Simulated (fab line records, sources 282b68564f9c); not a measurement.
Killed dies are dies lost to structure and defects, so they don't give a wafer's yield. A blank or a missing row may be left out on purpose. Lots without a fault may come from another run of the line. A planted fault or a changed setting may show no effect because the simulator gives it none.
fab line records | flow rit_cmos
record lots=13 wafers=39 last_day=8
route steps=202 shown ACTIVE@12 PLDD@124 M1@190
lots that met no fault: from a run of the same line without faults
start_h: hours from the record's first day to the start of the lot's first wafer shown | wait_h: hours since the lot's step before | " the same as in the row above | L1.1+2: a row that stands for several wafers | - no value, or no start given | * or withheld: withheld | < > ~ a bound
route shown NAME@n: a module of which the file shows steps, and the number in the route of the first | usual: mean/standard deviation of fault-free wafers | same: alike in all rows | chamber/n: place in a boat | sites: the reading at each site | _std_site: their standard deviation | _edge_site: outer sites' mean less inner sites' | radius_mm: how far each site lies from the wafer's centre | mask NAME#n: copy n | behind: the tool/chamber that last shaped the wafer | hold: why the lot was held/for how many hours/how that ended | device: the transistor (n, p or np) that didn't switch | end of line: the same wafers' tests at the end of the route | a step without rows: its recipe alone | killed: dies lost to structure and defects at the first sort, not the wafer's yield | map: a wafer's dies, x killed, . not, _ none there
set.NAME: the setting as run; set.NAME@STEP: as run at that earlier step | model.NAME: the simulator's own value behind a step, which no gauge read
steps of the route over a sample of lots; a table a step, a row a wafer
services: from which hour (start_h, from the record's first day; less than 0 if before it) a tool's chamber was out of use, for how many hours, and why
## steps
# step RIT_ACTIVE_CD_MEAS_11
# recipe target_cd_nm=1400
# usual cd_nm=1400.4/2.4
# columns lot.wafer tool chamber start_h wait_h cd_nm
L342.2 cd_sem-02 - 14.71 - 1399.2
L342.3 " - " " 1401.8
L342.4 " - " " 1401.4
L344.1 cd_sem-01 - 24.44 - 1400.5
L344.2 " - " " 1401.2
L344.6 " - " " 1400.6
L345.2 cd_sem-01 - 29.66 - 1398.2
L345.3 " - " " 1397.7
L345.5 " - " " 1397.9
L346.1 cd_sem-02 - 36.19 - 1402.9
L346.4 " - " " 1405.0
L346.5 " - " " 1403.6
L347.1 cd_sem-02 - 39.44 - 1402.0
L347.3 " - " " 1401.7
L347.6 " - " " 1401.7
L348.1 cd_sem-01 - 44.56 - 1399.4
L348.3 " - " " 1400.4
L348.4 " - " " 1400.9
L349.1 cd_sem-01 - 49.56 - 1399.0
L349.4 " - " " 1398.7
L349.6 " - " " 1399.4
L350.2 cd_sem-02 - 54.47 - 1401.5
L350.4 " - " " 1404.0
L350.6 " - " " 1400.5
L351.2 cd_sem-01 - 61.15 - 1397.1
L351.3 " - " " 1398.8
L351.4 " - " " 1398.9
L352.1 cd_sem-01 - 64.44 - 1395.7
L352.2 " - " " 1397.0
L352.3 " - " " 1397.8
L353.1 cd_sem-01 - 69.56 - 1400.0
L353.3 " - " " 1399.0
L353.5 " - " " 1401.3
L355.3 cd_sem-01 - 79.60 - 1399.6
L355.4 " - " " 1402.0
L355.5 " - " " 1401.2
L365.1 cd_sem-01 - 134.73 - 1400.1
L365.2 " - " " 1400.4
L365.6 " - " " 1398.4
# step RIT_ACTIVE_CD_MEAS_90
# recipe target_cd_nm=1400
# usual cd_nm=1400.5/2.4
# columns lot.wafer tool chamber start_h wait_h cd_nm
L342.2 cd_sem-01 - 15.28 0.1 1399.7
L342.3 " - " " 1402.0
L342.4 " - " " 1401.6
L344.1 cd_sem-02 - 25.24 0.1 1400.8
L344.2 " - " " 1401.3
L344.6 " - " " 1400.7
L345.2 cd_sem-02 - 30.24 0.1 1398.0
L345.3 " - " " 1398.3
L345.5 " - " " 1398.4
L346.1 cd_sem-02 - 36.77 0.1 1403.2
L346.4 " - " " 1404.7
L346.5 " - " " 1403.4
L347.1 cd_sem-01 - 40.02 0.1 1401.8
L347.3 " - " " 1401.7
L347.6 " - " " 1402.0
L348.1 cd_sem-02 - 45.14 0.1 1399.4
L348.3 " - " " 1400.0
L348.4 " - " " 1400.2
L349.1 cd_sem-02 - 50.14 0.1 1399.5
L349.4 " - " " 1398.3
L349.6 " - " " 1399.2
L350.2 cd_sem-02 - 55.05 0.1 1401.3
L350.4 " - " " 1404.7
L350.6 " - " " 1400.2
L351.2 cd_sem-01 - 61.73 0.1 1396.9
L351.3 " - " " 1398.7
L351.4 " - " " 1399.1
L352.1 cd_sem-02 - 65.02 0.1 1395.9
L352.2 " - " " 1397.0
L352.3 " - " " 1397.7
L353.1 cd_sem-01 - 70.14 0.1 1399.9
L353.3 " - " " 1398.8
L353.5 " - " " 1401.6
L355.3 cd_sem-02 - 80.18 0.1 1399.7
L355.4 " - " " 1401.9
L355.5 " - " " 1401.5
L365.1 cd_sem-01 - 135.30 0.1 1400.4
L365.2 " - " " 1400.3
L365.6 " - " " 1398.8
# step RIT_PLDD_TW_MEAS_10
# usual PLDD_TW=2345/11
# columns lot.wafer tool chamber start_h wait_h PLDD_TW
L342.2 film_metro-02 - 44.22 0.1 2347
L342.3 " - " " 2333
L342.4 " - " " 2339
L344.1 film_metro-01 - 54.59 0.1 2340
L344.2 " - " " 2336
L344.6 " - " " 2332
L345.2 film_metro-04 - 58.65 0.1 2348
L345.3 " - " " 2357
L345.5 " - " " 2349
L346.1 film_metro-02 - 66.31 0.1 2344
L346.4 " - " " 2339
L346.5 " - " " 2338
L347.1 film_metro-04 - 69.53 0.1 2343
L347.3 " - " " 2344
L347.6 " - " " 2320
L348.1 film_metro-01 - 74.11 0.1 2342
L348.3 " - " " 2354
L348.4 " - " " 2353
L349.1 film_metro-04 - 78.07 0.1 2363
L349.4 " - " " 2349
L349.6 " - " " 2351
L350.2 film_metro-02 - 84.55 0.1 2341
L350.4 " - " " 2324
L350.6 " - " " 2340
L351.2 film_metro-02 - 90.54 0.1 2334
L351.3 " - " " 2340
L351.4 " - " " 2334
L352.1 film_metro-02 - 94.16 0.1 2336
L352.2 " - " " 2348
L352.3 " - " " 2333
L353.1 film_metro-01 - 98.64 0.1 2346
L353.3 " - " " 2344
L353.5 " - " " 2340
L355.3 film_metro-02 - 112.61 0.1 2351
L355.4 " - " " 2347
L355.5 " - " " 2340
L365.1 film_metro-01 - 172.41 0.1 2353
L365.2 " - " " 2366
L365.6 " - " " 2362
# step RIT_M1_EXPOSE_06
# recipe mask_id=M12 na=0.6 source_shape=conventional sigma_outer=0.5 target_cd_nm=2600 dose_mj=250
# usual exposure_dose_mJ_cm2=249.87/0.22
# same na=0.6
# columns lot.wafer tool chamber start_h wait_h mask exposure_dose_mJ_cm2
L342.2 iline_stepper-01 0 54.92 0.2 M12#0 249.84
L342.3 " 0 " " M12#0 249.73
L342.4 " 0 " " M12#0 250.30
L344.1 iline_stepper-01 0 67.81 0.1 M12#0 249.29
L344.2 " 0 " " M12#0 249.77
L344.6 " 0 " " M12#0 249.75
L345.2 iline_stepper-01 0 69.42 0.1 M12#0 250.02
L345.3 " 0 " " M12#0 249.72
L345.5 " 0 " " M12#0 249.89
L346.1 iline_stepper-02 0 76.95 0.2 M12#0 249.64
L346.4 " 0 " " M12#0 249.87
L346.5 " 0 " " M12#0 249.77
L347.1 iline_stepper-01 0 79.95 0.2 M12#0 249.87
L347.3 " 0 " " M12#0 250.12
L347.6 " 0 " " M12#0 250.20
L348.1 iline_stepper-01 0 84.86 0.1 M12#0 250.15
L348.3 " 0 " " M12#0 250.15
L348.4 " 0 " " M12#0 250.10
L349.1 iline_stepper-01 0 88.39 0.1 M12#0 249.91
L349.4 " 0 " " M12#0 250.01
L349.6 " 0 " " M12#0 250.12
L350.2 iline_stepper-02 0 95.32 0.2 M12#0 250.00
L350.4 " 0 " " M12#0 249.35
L350.6 " 0 " " M12#0 249.76
L351.2 iline_stepper-01 0 101.86 0.2 M12#0 250.02
L351.3 " 0 " " M12#0 249.94
L351.4 " 0 " " M12#0 249.48
L352.1 iline_stepper-02 0 105.36 0.2 M12#0 249.62
L352.2 " 0 " " M12#0 249.37
L352.3 " 0 " " M12#0 249.77
L353.1 iline_stepper-01 0 109.12 0.2 M12#0 249.84
L353.3 " 0 " " M12#0 250.28
L353.5 " 0 " " M12#0 249.96
L355.3 iline_stepper-01 0 122.96 0.1 M12#0 248.61
L355.4 " 0 " " M12#0 248.04
L355.5 " 0 " " M12#0 248.39
L365.1 iline_stepper-01 0 183.69 0.1 M12#0 249.90
L365.2 " 0 " " M12#0 250.18
L365.6 " 0 " " M12#0 249.87
# step RIT_M1_PROBE_99
# usual defect_limited_yield=97.5/1 killed_at_M0_to_M3=0.0/0.14 killed_at_contacts=0.0/0.25 killed_at_front_end=6.6/2.7 killed_dies=6.7/2.7 killed_open=3.3/1.9 killed_short=3.4/1.9 sort_bin_3_pad_short=0.1/0.24 sort_bin_5_function=1.5/0.78 sort_bin_6_memory=0.9/0.69 sort_n_pass=257.3/2.7 sort_yield_pct=97.5/1
# same gross_dies=264 killed_at_M4_up=0 killed_at_back_side=0 killed_at_other=0
# columns lot.wafer tool chamber start_h wait_h defect_limited_yield[%] killed_at_M0_to_M3 killed_at_contacts killed_at_front_end killed_dies killed_open killed_short sort_bin_3_pad_short[%] sort_bin_5_function[%] sort_bin_6_memory[%] sort_n_pass sort_yield_pct[%]
L347.1 prober-02 - 83.22 0.1 96.6 0 1 8 9 6 3 0 2.3 1.1 255.0 96.6
L347.3 prober-02 - 83.32 0.2 96.2 0 0 10 10 6 4 0 2.7 1.1 254.0 96.2
L347.6 prober-02 - 83.47 0.2 96.2 0 0 10 10 3 7 1.1 0.4 2.3 254.0 96.2
L349.1 prober-02 - 92.52 0.1 97.7 0 0 6 6 3 3 0 1.9 0.4 258.0 97.7
L349.4 prober-02 - 92.67 0.2 98.5 0 0 4 4 2 2 0.4 1.1 0 260.0 98.5
L349.6 prober-02 - 92.77 0.2 98.1 0 0 5 5 1 3 0 0.8 1.1 259.0 98.1
L352.1 prober-01 - 110.84 0.1 98.1 0 0 5 5 2 3 0 1.1 0.8 259.0 98.1
L352.2 prober-01 - 110.89 0.1 99.2 0 0 2 2 1 1 0 0.4 0.4 262.0 99.2
L352.3 prober-01 - 110.94 0.2 95.8 0 0 11 11 7 4 0.8 1.9 1.5 253.0 95.8
L355.3 prober-02 - 126.34 0.2 97.7 0 0 6 6 2 4 0 1.5 0.8 258.0 97.7
L355.4 prober-02 - 126.39 0.2 98.1 0 0 5 5 5 0 0 0.8 1.1 259.0 98.1
L355.5 prober-02 - 126.44 0.2 99.2 0 0 2 2 0 2 0 0.4 0.4 262.0 99.2
# killed by level:class
L347.1 GATE:geometric_particle:open=2 SPACER:geometric_particle:open=2 FOX1:geometric_particle:open=1 FOX2:geometric_particle:open=1 GATE:geometric_particle:short=1 SPACER:geometric_particle:short=1 CONTACT:geometric_particle:short=1
L347.3 GATE:geometric_particle:open=2 REOX:geometric_particle:open=2 FOX1:geometric_particle:short=1 FOX2:geometric_particle:short=1 GATE:geometric_particle:short=1 REOX:geometric_particle:short=1 SPACER:geometric_particle:open=1 SILICIDE:geometric_particle:open=1
L347.6 FOX1:geometric_particle:short=3 SILICIDE:geometric_particle:short=2 GATE:geometric_particle:open=1 GATE:geometric_particle:short=1 SPACER:geometric_particle:open=1 SPACER:geometric_particle:short=1 SILICIDE:geometric_particle:open=1
L349.1 SPACER:geometric_particle:open=2 SILICIDE:geometric_particle:short=2 FOX1:geometric_particle:short=1 FOX2:geometric_particle:open=1
L349.4 FOX1:geometric_particle:short=1 FOX1:geometric_particle:open=1 GATE:geometric_particle:open=1 GATE:geometric_particle:short=1
L349.6 GATE:geometric_particle:open=1 GATE:geometric_particle:short=1 SPACER:geometric_particle:short=1 SILICIDE:geometric_particle:short=1 PSD:coat_microbubble_printed=1
L352.1 GATE:geometric_particle:short=2 FOX1:geometric_particle:short=1 FOX1:geometric_particle:open=1 GATE:geometric_particle:open=1
L352.2 FOX1:geometric_particle:open=1 GATE:geometric_particle:short=1
L352.3 GATE:geometric_particle:short=3 GATE:geometric_particle:open=3 SILICIDE:geometric_particle:open=2 FOX1:geometric_particle:open=1 SPACER:geometric_particle:open=1 SILICIDE:geometric_particle:short=1
L355.3 GATE:geometric_particle:short=1 GATE:geometric_particle:open=1 REOX:geometric_particle:open=1 REOX:geometric_particle:short=1 SPACER:geometric_particle:short=1 SILICIDE:geometric_particle:short=1
L355.4 FOX1:geometric_particle:open=1 FOX2:geometric_particle:open=1 GATE:geometric_particle:open=1 REOX:geometric_particle:open=1 SILICIDE:geometric_particle:open=1
L355.5 GATE:geometric_particle:short=1 REOX:geometric_particle:short=1
## services
# columns tool chamber start_h hours kind
iline_stepper-01 - 58.87 1.7 pm
iline_stepper-02 - 67.08 4.4 pm
iline_stepper-01 - 89.14 1.5 repair
iline_stepper-01 0 108.09 - calibration
iline_stepper-02 - 145.04 2.1 pm
iline_stepper-02 - 147.12 - consumable_replace:lamp
iline_stepper-02 0 149.29 - calibration
iline_stepper-02 - 167.85 6.7 repair
## key
first_sign step=RIT_M1_EXPOSE_06 reading=exposure_dose_mJ_cm2 direction=down sigmas=6.9 usual=249.87 struck=248.35
effect none on later readings
met_at RIT_M1_EXPOSE_06
struck_lots L355
loop_trim step=RIT_M1_EXPOSE_06 setting=dose lots=L355
not_acting_at RIT_ACTIVE_CD_MEAS_11,RIT_ACTIVE_CD_MEAS_90,RIT_PLDD_TW_MEAS_10
onset_between 109.12 122.96
fault kind=process_parameter_drift tool=iline_stepper-01 chamber=- onset_h=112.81 steps=RIT_M1_EXPOSE_06 channel=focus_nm offset=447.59 spread_by_wafer=0.3 shape=step end_h=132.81
# loop_trim: a control loop set the setting to another value than it would have without faults
